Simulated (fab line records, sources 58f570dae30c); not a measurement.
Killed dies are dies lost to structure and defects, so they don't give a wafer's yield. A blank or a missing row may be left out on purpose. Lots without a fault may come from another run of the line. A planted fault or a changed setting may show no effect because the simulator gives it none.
Chamber matching | flow berkeley_cmos170 | UCB170_V1_CMP_02 on cmp-02: 4 sister chambers
The step polishes SiO2. 4 wafers are shown with their chamber, then 7 later ones without.

WAFERS WITH THEIR CHAMBER
wafer  | chamber | motor_current_A (A)
L341.3 | 2       | 16.8
L341.4 | 3       | 16.8
L342.1 | 0       | 17.6
L342.2 | 1       | 18.7

WAFERS WITHOUT THEIR CHAMBER
wafer  | motor_current_A (A)
L342.5 | 17.6
L344.2 | 17.0
L344.5 | 17.4
L344.6 | 17.0
L345.1 | 17.1
L345.2 | 18.6
L345.5 | 16.6

WHICH CHAMBER EACH WENT THROUGH
wafer  | from the rows above          | in truth
L342.5 | 0                            | 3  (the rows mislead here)
L344.2 | can't be placed: 2 or 3      | 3
L344.5 | 0                            | 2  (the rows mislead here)
L344.6 | can't be placed: 2 or 3      | 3
L345.1 | can't be placed: 2 or 3 or 0 | 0
L345.2 | 1                            | 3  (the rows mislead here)
L345.5 | can't be placed: 2 or 3      | 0
Placed correctly: 0 of 7. Can't be placed from these rows: 4 (the true chamber is among the candidates in 3). Placed wrongly: 3.
How it was worked out, from the rows above alone: a wafer's distance from a chamber is the root of the sum, over the readings, of the square of ((its reading less the chamber's mean) divided by the reading's scatter). The wafer belongs to the nearest chamber; if the next one is less than 2 further off, it can't be placed. A chamber's mean is the mean of its shown wafers. The scatter: with one shown wafer a chamber, the root of the mean of the squares of how far each hidden wafer lies from its nearest shown one.
